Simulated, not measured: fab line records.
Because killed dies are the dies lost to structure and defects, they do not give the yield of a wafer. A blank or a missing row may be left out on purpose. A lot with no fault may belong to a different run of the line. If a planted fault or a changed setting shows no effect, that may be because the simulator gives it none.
Which tool was responsible? | flow rit cmos | 7 lots with 21 wafers sampled at 2 steps, on a route of 202 steps

## WHAT EACH GAUGE READ, for each wafer
RIT_PWELL_TW_MEAS_10.
lot  | measured    | on            | PWELL_TW
L508 | day 2 06:46 | film metro-04 | 965 958 956
L510 | day 2 20:35 | film metro-01 | 939 942 937
L512 | day 3 07:18 | film metro-04 | 954 955 959
L514 | day 3 16:25 | film metro-04 | 956 957 956
L516 | day 3 22:01 | film metro-03 | 944 949 948
L518 | day 4 12:43 | film metro-04 | 954 947 954
L530 | day 6 21:27 | film metro-04 | 1137 1135 1135

## WHAT TOOL EACH LOT RAN ON (gives the tool, then ch and the chambers of the sampled wafers, and finally the start)
lot  | RIT_PWELL_IMPLANT_08
L508 | implanter-01 ch 0, day 2 06:27
L510 | implanter-02 ch 0, day 2 20:19
L512 | implanter-02 ch 0, day 3 07:01
L514 | implanter-03 ch 0, day 3 16:05
L516 | implanter-02 ch 0, day 3 21:43
L518 | implanter-01 ch 0, day 4 12:24
L530 | implanter-03 ch 0, day 6 21:08
- RIT_PWELL_IMPLANT_08

## THE ANSWER, worked out from the rows above alone
Rule: usual is defined by the lots themselves. Put in order of their means at a reading, lots are off if they are a third of the lots or fewer, leave a main group of 4 or more, and stand apart from it by a gap of 3 or more times the standard deviation of the main group's means; of several such gaps the widest counts. A main group is skipped when, at the precision printed for the reading in the tables above, its means are all equal. Also off: a lot with no number at a reading for which 4 or more lots have one. All remaining lots with rows at the step are treated as sound.
Off: at RIT_PWELL_TW_MEAS_10 (PWELL_TW), L530. The main group has a mean of 952 with a standard deviation of 6.8.
A tool fits if, at a process step before that reading, it ran every lot that is off, and no sound lot after the first of them. Those tools and the gauges at RIT_PWELL_TW_MEAS_10 are tried in the same way. Undecided on this evidence; 2 tools fit (implanter-03 at RIT_PWELL_IMPLANT_08, film metro-04 at RIT_PWELL_TW_MEAS_10).

## WHAT THE SIMULATOR HAD INSERTED
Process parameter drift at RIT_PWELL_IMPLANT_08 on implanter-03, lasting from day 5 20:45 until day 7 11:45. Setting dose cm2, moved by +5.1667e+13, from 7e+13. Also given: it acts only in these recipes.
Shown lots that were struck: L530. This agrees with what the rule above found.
